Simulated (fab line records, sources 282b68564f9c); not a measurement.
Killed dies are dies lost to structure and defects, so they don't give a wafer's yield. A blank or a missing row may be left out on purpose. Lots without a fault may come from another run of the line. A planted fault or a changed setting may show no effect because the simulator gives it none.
Which tool did it? | flow rit_cmos | 16 lots, 48 wafers sampled, at 2 steps of a route of 202

WHAT THE GAUGES READ, wafer by wafer
RIT_PSD_OVL_MEAS_06. Usual: PSD_OVL -0.9 nm, standard deviation 1.4.
lot  | measured    | on         | PSD_OVL (nm)         | flag
L387 | day 4 01:43 | overlay-01 | -4.5 -0.4 -1.0       |
L388 | day 4 19:43 | overlay-02 | -0.2 -1.4 -1.3       |
L389 | day 4 19:50 | overlay-02 | -1.9 0.1 -1.3        |
L390 | day 5 02:55 | overlay-02 | -3.5 -2.1 -1.3       |
L392 | day 5 03:13 | overlay-02 | -1.1 1.5 0.1         |
L394 | day 5 16:46 | overlay-02 | 1.1 1.3 1.1          |
L395 | day 5 17:13 | overlay-02 | -0.1 -0.1 -0.5       |
L396 | day 6 06:55 | overlay-01 | 0.7 0.7 -0.3         |
L397 | day 6 07:56 | overlay-02 | -1.6 -1.5 -0.5       |
L401 | day 6 21:49 | overlay-01 | 3106.2 3107.6 3106.5 | OFF
L402 | day 7 02:05 | overlay-01 | 3107.5 3108.2 3109.7 | OFF
L403 | day 7 02:42 | overlay-01 | 3108.9 3106.7 3108.7 | OFF
L404 | day 7 06:14 | overlay-02 | 3104.9 3105.5 3105.7 | OFF
L405 | day 7 10:36 | overlay-01 | -2.7 -2.0 -1.4       |
L408 | day 7 22:28 | overlay-02 | -1.8 -2.4 -3.0       |
L409 | day 8 01:00 | overlay-02 | -2.1 -1.4 -1.5       |

WHICH TOOL RAN EACH LOT (tool, then ch and the chambers of the sampled wafers, then the start)
lot  | RIT_PSD_EXPOSE_03
L387 | iline_stepper-01 ch 0, day 4 01:20
L388 | iline_stepper-02 ch 0, day 4 19:22
L389 | iline_stepper-02 ch 0, day 4 19:28
L390 | iline_stepper-02 ch 0, day 5 02:17
L392 | iline_stepper-02 ch 0, day 5 02:25
L394 | iline_stepper-01 ch 0, day 5 15:58
L395 | iline_stepper-01 ch 0, day 5 16:39
L396 | iline_stepper-01 ch 0, day 6 06:31
L397 | iline_stepper-01 ch 0, day 6 07:32
L401 | iline_stepper-02 ch 0, day 6 21:26
L402 | iline_stepper-02 ch 0, day 7 01:41
L403 | iline_stepper-02 ch 0, day 7 02:07
L404 | iline_stepper-02 ch 0, day 7 05:52
L405 | iline_stepper-01 ch 0, day 7 10:13
L408 | iline_stepper-01 ch 0, day 7 22:05
L409 | iline_stepper-01 ch 0, day 8 00:36
- RIT_PSD_EXPOSE_03: exposes mask M10, target cd 40900 nm.

WHAT THE TOOLS THEMSELVES READ (means of the sampled wafers that have a number; where no wafer has one, the mark that the record gives instead)
The record holds no such reading with a usual standard deviation.

THE ANSWER, worked out from the rows above alone
Rule: a lot is off if the mean of its wafers that have a number lies more than 3 standard deviations from the usual mean. A lot without any number at a reading at which 4 lots or more have one is off too. The other lots that the step has rows for count as sound. The gauges are gone through in route order, then the tools' own readings, and for those a lot's mean is taken as printed above. The first step at which some lot is off is used, and at that step the reading that is off furthest; a lot without a number counts as furthest.
Off: L401, L402, L403, L404, at RIT_PSD_OVL_MEAS_06 (PSD_OVL).
A tool fits if, at a process step before that reading, it ran every lot that is off, and no sound lot after the first of them. The gauges at RIT_PSD_OVL_MEAS_06 are tried like those tools. One fits: iline_stepper-02 at RIT_PSD_EXPOSE_03. Its last sound lot is L392 (day 5 02:25), its first lot that is off L401 (day 6 21:26): a fault that began between those two fits.

WHAT THE SIMULATOR HAD PUT IN
Scanner matching overlay: iline_stepper-02, from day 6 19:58 on, at RIT_PSD_EXPOSE_03. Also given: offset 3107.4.
Lots struck among those shown: L401, L402, L403, L404. The rule above found the same.
